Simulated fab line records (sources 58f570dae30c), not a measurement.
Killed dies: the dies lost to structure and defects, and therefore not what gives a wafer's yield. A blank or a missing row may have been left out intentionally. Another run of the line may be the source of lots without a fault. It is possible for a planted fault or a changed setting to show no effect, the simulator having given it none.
Chamber matching | flow berkeleyCmos170 | 4 sister chambers for UCB170_GATE_ETCH_15 on rieSi-01
The step etches poly-Si in HBr/Cl2, stops on SiO2, time 56.3 s, target depth 278.2 nm. 14 wafers are shown with their chamber, then 7 later ones without.

WAFERS, EACH WITH ITS CHAMBER
wafer  | chamber | throttleValvePct (%) | drypumpMotorCurrentA (A) | heBacksideLeakSccm (sccm)
L883.1 | 1       | 26.50                | 6.3                      | 3.28
L883.3 | 0       | 26.28                | 5.5                      | 2.83
L883.6 | 2       | 26.05                | 5.5                      | 3.15
L886.2 | 0       | 26.30                | 5.6                      | 2.77
L886.3 | 1       | 26.52                | 6.3                      | 3.09
L886.5 | 1       | 26.52                | 6.3                      | 3.00
L891.1 | 2       | 26.05                | 5.6                      | 3.16
L891.2 | 0       | 26.30                | 5.6                      | 2.91
L891.3 | 3       | 26.07                | 6.4                      | 2.91
L893.3 | 2       | 26.05                | 5.6                      | 3.05
L893.5 | 3       | 26.04                | 6.4                      | 2.87
L893.6 | 2       | 26.05                | 5.6                      | 3.08
L902.2 | 0       | 26.29                | 5.6                      | 2.86
L902.3 | 3       | 26.06                | 6.4                      | 2.86

SIGNATURES (means of the wafers above)
reading              | chamber 0 | chamber 1 | chamber 2 | chamber 3 | scatter within a chamber
throttleValvePct     | 26.2925   | 26.5133   | 26.0500   | 26.0567   | 0.01
drypumpMotorCurrentA | 5.575     | 6.300     | 5.575     | 6.400     | 0.0387
heBacksideLeakSccm   | 2.8425    | 3.1233    | 3.1100    | 2.8800    | 0.0782
Rule: for a wafer and a chamber, the distance is found by dividing, reading by reading, the gap between the wafer's reading and the chamber's mean by the reading's scatter, squaring, summing and taking the root. The wafer belongs to the nearest chamber; if the next one is less than 2 further off, it can't be placed. How the scatter is found: for the shown wafers, subtract from each reading the mean of its chamber, square and add these, divide the total by (wafers less chambers), then take the root.

WAFERS WITHOUT THEIR CHAMBER
wafer  | throttleValvePct (%) | drypumpMotorCurrentA (A) | heBacksideLeakSccm (sccm)
L902.4 | 26.51                | 6.2                      | 3.04
L904.2 | 26.04                | 5.5                      | 3.23
L904.3 | 26.06                | 6.4                      | 2.97
L904.6 | 26.52                | 6.3                      | 3.33
L905.1 | 26.06                | 5.6                      | 3.09
L905.4 | 26.51                | 6.2                      | 3.14
L905.6 | 26.30                | 5.5                      | 2.70

CHAMBER TAKEN BY EACH
wafer  | from the rows above | in truth
L902.4 | 1                   | 1
L904.2 | 2                   | 2
L904.3 | 3                   | 3
L904.6 | 1                   | 1
L905.1 | 2                   | 2
L905.4 | 1                   | 1
L905.6 | 0                   | 0
Placed correctly: 7 of 7. Left unplaced by these rows: 0. Number placed wrongly: 0.
